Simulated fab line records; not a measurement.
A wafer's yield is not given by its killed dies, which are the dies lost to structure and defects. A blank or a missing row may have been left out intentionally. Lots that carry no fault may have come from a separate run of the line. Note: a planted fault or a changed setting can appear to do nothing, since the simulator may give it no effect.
8D (eight disciplines) problem report, filled in by code	flow rit cmos	the parts of the form that need people (team, actions taken, sign-off) are left out

## 1. WHAT IS WRONG
Mean SPACER_NITRIDE_THK at RIT_SPACER_THK_MEAS_04: 258.9 nm over 6 wafers in 2 lots; fault-free wafers: 245.2 nm, standard deviation 1.8. That is +7.6 standard deviations from the usual mean.
Earliest sighting: wafer L849.1 on film metro-02 at day 6 07:26. Wafers with a number at this step in the record: 42, from 14 lots. Rule for "out" (also "out of limits"): further than 4 standard deviations from the usual mean. Any other wafer with a number is counted as sound.

## 2. WHAT THIS IS AND IS NOT
question	is	is not
which readings at this step	SPACER_NITRIDE_THK	-
which lots	L849, L850	L833, L835, L836, L838, L840, L842, L843, L844, L845, L846, L848, L855
which wafers of those lots	all that have a number	-
read on which gauges	film metro-02	film metro-01, film metro-04
when	from day 6 07:26	up to then (33 sound wafers); but 3 sound wafers of L855 came after

## 3. SUSPECTS, AND WHAT RULES EACH OUT
Counting: a tool at a process step up to the reading stays a suspect if it ran every lot that is out and no sound lot after the first of them.
- the gauge at RIT_SPACER_THK_MEAS_04: ruled out. All the wafers that are out were read on film metro-02, but those of them that RIT_SPACER_CVD_03 has rows for are out there too, on other tools.
- lpcvd-01 at RIT_SPACER_CVD_03 (deposits Si3N4 from SiH2Cl2/NH3, target thk 250 nm, time 3226 s): kept. All lots that are out passed through it, beginning with L849 at day 6 05:32, and no sound lot followed; its final sound lot before that point was L846 at day 5 13:17. Out on those wafers are its own readings of sih2cl2 flow sccm.
After counting, what remains is lpcvd-01 at RIT_SPACER_CVD_03.

## 4. THE CAUSE (what the simulator had put in)
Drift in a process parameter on lpcvd-01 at RIT_SPACER_CVD_03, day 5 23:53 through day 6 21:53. From 60, the setting sih2cl2 flow sccm moved by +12. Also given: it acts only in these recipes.
Only this tool survived the counting.

## 5. THE EFFECT CHAIN, in route order
Each row: a reading where the mean over the struck wafers with a number is more than 3 standard deviations away from the usual. Only readings whose record carries a usual standard deviation are examined. hours: median over the lots of the time between each lot's start at the first step of this table that gives one and its start at this step. sigmas: the change, counted in usual standard deviations.
hours	step	reading	usual	on struck wafers	change	sigmas
0	RIT_SPACER_CVD_03	sih2cl2 flow sccm	60.01 sccm	72.16	+12.15	+71
2	RIT_SPACER_THK_MEAS_04	SPACER_NITRIDE_THK	245.2 nm	258.9	+13.7	+7.6
The process steps in it:
- RIT_SPACER_CVD_03: deposits Si3N4 from SiH2Cl2/NH3, target thk 250 nm, time 3226 s.

## 6. WHAT WOULD HAVE CAUGHT IT SOONER
The first out-of-limits reading at a measuring or inspecting step in this record came at day 6 07:26, 8 hours after the fault's start at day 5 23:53.
At RIT_SPACER_CVD_03, the tool's own readings (sih2cl2 flow sccm) were out on each struck wafer the step has a row for, so an alarm limit on them would have fired on the first such wafer.
Among the 2 lots that are out, L850 began RIT_SPACER_CVD_03 on lpcvd-01 after day 6 07:26. It would have been spared by a hold on the tool at that moment.
